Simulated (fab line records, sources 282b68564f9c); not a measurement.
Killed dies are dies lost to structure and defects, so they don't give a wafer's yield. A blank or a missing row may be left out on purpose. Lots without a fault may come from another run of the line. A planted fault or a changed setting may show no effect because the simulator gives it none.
Which tool did it? | flow rit_cmos | 14 lots, 42 wafers sampled, at 4 steps of a route of 202

WHAT THE GAUGES READ, wafer by wafer
RIT_GATE_CD_MEAS_16: target cd 150 nm.
lot  | measured    | on        | cd_nm (nm)
L157 | day 2 18:01 | cd_sem-01 | 149.3 150.0 147.8
L159 | day 3 00:31 | cd_sem-01 | 147.6 147.1 147.5
L160 | day 3 07:32 | cd_sem-01 | 149.3 151.4 148.6
L161 | day 3 09:10 | cd_sem-02 | 152.7 154.7 154.9
L162 | day 3 14:58 | cd_sem-02 | 146.3 146.8 149.2
L163 | day 3 20:23 | cd_sem-02 | 149.2 149.0 148.5
L164 | day 4 03:51 | cd_sem-01 | 156.4 155.4 155.2
L167 | day 4 18:50 | cd_sem-02 | 150.2 151.0 148.3
L168 | day 4 21:32 | cd_sem-01 | 154.4 153.3 156.1
L170 | day 5 06:59 | cd_sem-02 | 153.9 151.8 153.7
L175 | day 6 06:43 | cd_sem-02 | 144.8 144.4 146.5
L176 | day 6 11:53 | cd_sem-02 | 148.1 146.3 149.0
L177 | day 6 16:38 | cd_sem-01 | 153.6 153.6 151.8
L180 | day 7 08:23 | cd_sem-01 | 149.0 148.8 149.1

RIT_CONTACT_OVL_MEAS_09.
lot  | measured    | on         | CONTACT_OVL (nm)
L157 | day 3 09:05 | overlay-02 | 1.1 -1.7 1.8
L159 | day 3 15:49 | overlay-02 | 2.1 -0.2 1.2
L160 | day 3 22:25 | overlay-02 | 0.5 0.3 -0.1
L161 | day 4 00:18 | overlay-02 | 0.6 0.5 -0.5
L162 | day 4 06:55 | overlay-02 | 1.0 -1.3 0.6
L163 | day 4 12:12 | overlay-02 | 0.1 0.0 0.9
L164 | day 4 18:53 | overlay-02 | 1.6 2.4 4.0
L167 | day 5 10:13 | overlay-01 | 2.2 1.6 4.2
L168 | day 5 13:40 | overlay-01 | 2.2 1.7 -1.0
L170 | day 5 22:07 | overlay-01 | 1.6 2.8 1.4
L175 | day 6 22:22 | overlay-01 | 2.6 3.5 3.0
L176 | day 7 03:23 | overlay-01 | 1.8 -1.5 0.7
L177 | day 7 08:25 | overlay-02 | 0.7 0.3 1.3
L180 | day 7 23:23 | overlay-01 | -2.2 -2.0 -2.0

WHICH TOOL RAN EACH LOT (tool, then ch and the chambers of the sampled wafers, then the start)
lot  | RIT_ACTIVE_ETCH_13                | RIT_GATE_DEVELOP_15
L157 | rie_diel-03 ch 2,3, day 1 14:48   | litho_track-01 ch 0, day 2 17:00
L159 | rie_diel-03 ch 0,1, day 2 01:38   | litho_track-03 ch 0, day 3 00:00
L160 | rie_diel-04 ch 0,2, day 2 07:33   | litho_track-01 ch 0, day 3 07:00
L161 | rie_diel-03 ch 0,1, day 2 12:15   | litho_track-01 ch 0, day 3 09:00
L162 | rie_diel-04 ch 1,2, day 2 16:32   | litho_track-01 ch 0, day 3 14:00
L163 | rie_diel-03 ch 0,1,3, day 2 21:19 | litho_track-03 ch 0, day 3 20:00
L164 | rie_diel-04 ch 0,2,3, day 3 02:46 | litho_track-03 ch 0, day 4 03:00
L167 | rie_diel-03 ch 0,1,2, day 3 16:46 | litho_track-01 ch 0, day 4 18:00
L168 | rie_diel-01 ch 0,3, day 3 22:14   | litho_track-03 ch 0, day 4 21:00
L170 | rie_diel-04 ch 0,1,3, day 4 07:50 | litho_track-03 ch 0, day 5 06:00
L175 | rie_diel-03 ch 0,2,3, day 5 08:50 | litho_track-01 ch 0, day 6 06:00
L176 | rie_diel-04 ch 0,1,2, day 5 13:47 | litho_track-04 ch 0, day 6 11:00
L177 | rie_diel-04 ch 0,2,3, day 5 19:02 | litho_track-01 ch 0, day 6 16:00
L180 | rie_diel-01 ch 0,1,3, day 6 09:43 | litho_track-04 ch 0, day 7 08:00
- RIT_ACTIVE_ETCH_13: etches Si3N4 in SF6, stops on SiO2, time 210 s, target depth 210 nm.
- RIT_GATE_DEVELOP_15: develop time 50 s.

WHAT THE TOOLS THEMSELVES READ (means of the sampled wafers that have a number; where no wafer has one, the mark that the record gives instead)
RIT_ACTIVE_ETCH_13.
lot  | tool        | SF6_flow_sccm (sccm) | drypump_motor_current_A (A) | oes_product_au (a.u.) | throttle_valve_pct (%)
L157 | rie_diel-03 | 199.7                | 6.6                         | 0.786                 | 7.45
L159 | rie_diel-03 | 200.3                | 5.8                         | 0.818                 | 7.53
L160 | rie_diel-04 | 199.8                | 5.7                         | 0.790                 | 7.44
L161 | rie_diel-03 | 200.3                | 5.9                         | 0.814                 | 7.53
L162 | rie_diel-04 | 200.1                | 5.3                         | 0.819                 | 7.59
L163 | rie_diel-03 | 199.9                | 6.0                         | 0.803                 | 7.48
L164 | rie_diel-04 | 200.2                | 5.5                         | 0.810                 | 7.53
L167 | rie_diel-03 | 199.8                | 6.1                         | 0.795                 | 7.55
L168 | rie_diel-01 | 200.7                | 5.9                         | 0.810                 | 7.40
L170 | rie_diel-04 | 200.8                | 5.4                         | 0.808                 | 7.49
L175 | rie_diel-03 | 199.8                | 6.3                         | 0.793                 | 7.51
L176 | rie_diel-04 | 200.5                | 5.5                         | 0.814                 | 7.52
L177 | rie_diel-04 | 200.4                | 5.5                         | 0.807                 | 7.53
L180 | rie_diel-01 | 199.6                | 6.0                         | 0.807                 | 7.43

RIT_GATE_DEVELOP_15.
lot  | tool           | developer_temp_C (C)
L157 | litho_track-01 | 22.92
L159 | litho_track-03 | 23.01
L160 | litho_track-01 | 23.09
L161 | litho_track-01 | 22.98
L162 | litho_track-01 | 23.09
L163 | litho_track-03 | 23.15
L164 | litho_track-03 | 23.11
L167 | litho_track-01 | 23.04
L168 | litho_track-03 | 23.81
L170 | litho_track-03 | 23.79
L175 | litho_track-01 | 22.89
L176 | litho_track-04 | 23.01
L177 | litho_track-01 | 23.07
L180 | litho_track-04 | 22.85

THE ANSWER, worked out from the rows above alone
Rule: what is usual is taken from the lots themselves. Put in order of their means at a reading, lots are off if they are a third of the lots or fewer, leave a main group of 4 or more, and stand apart from it by a gap of 3 or more times the standard deviation of the main group's means; of several such gaps the widest counts. A main group whose means are all the same, to the digits that the tables above print for the reading, isn't used. A lot without any number at a reading at which 4 lots or more have one is off too. The other lots that the step has rows for count as sound. The gauges are gone through in route order, then the tools' own readings, and for those a lot's mean is taken as printed above. The first step at which some lot is off is used, and at that step the reading that is off furthest; a lot without a number counts as furthest.
Off: L168, L170, at RIT_GATE_DEVELOP_15 (developer_temp_C). The main group: mean 23.02 C, standard deviation 0.089.
A tool fits if, at that step or a process step before it, it ran every lot that is off, and no sound lot after the first of them. One fits: litho_track-03 at RIT_GATE_DEVELOP_15. Its last sound lot is L164 (day 4 03:00), its first lot that is off L168 (day 4 21:00): a fault that began between those two fits.
The tool's own readings at RIT_GATE_DEVELOP_15 bear it out: on the lots that are off they differ by more than 5 times the standard deviation of the sound lots' means. developer_temp_C reads 23.80 C there against 23.02 C on the sound lots.

WHAT THE SIMULATOR HAD PUT IN
Process parameter drift: litho_track-03, from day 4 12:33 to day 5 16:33, at RIT_GATE_DEVELOP_15. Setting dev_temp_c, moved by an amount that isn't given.
Lots struck among those shown: L168, L170. The rule above found the same.
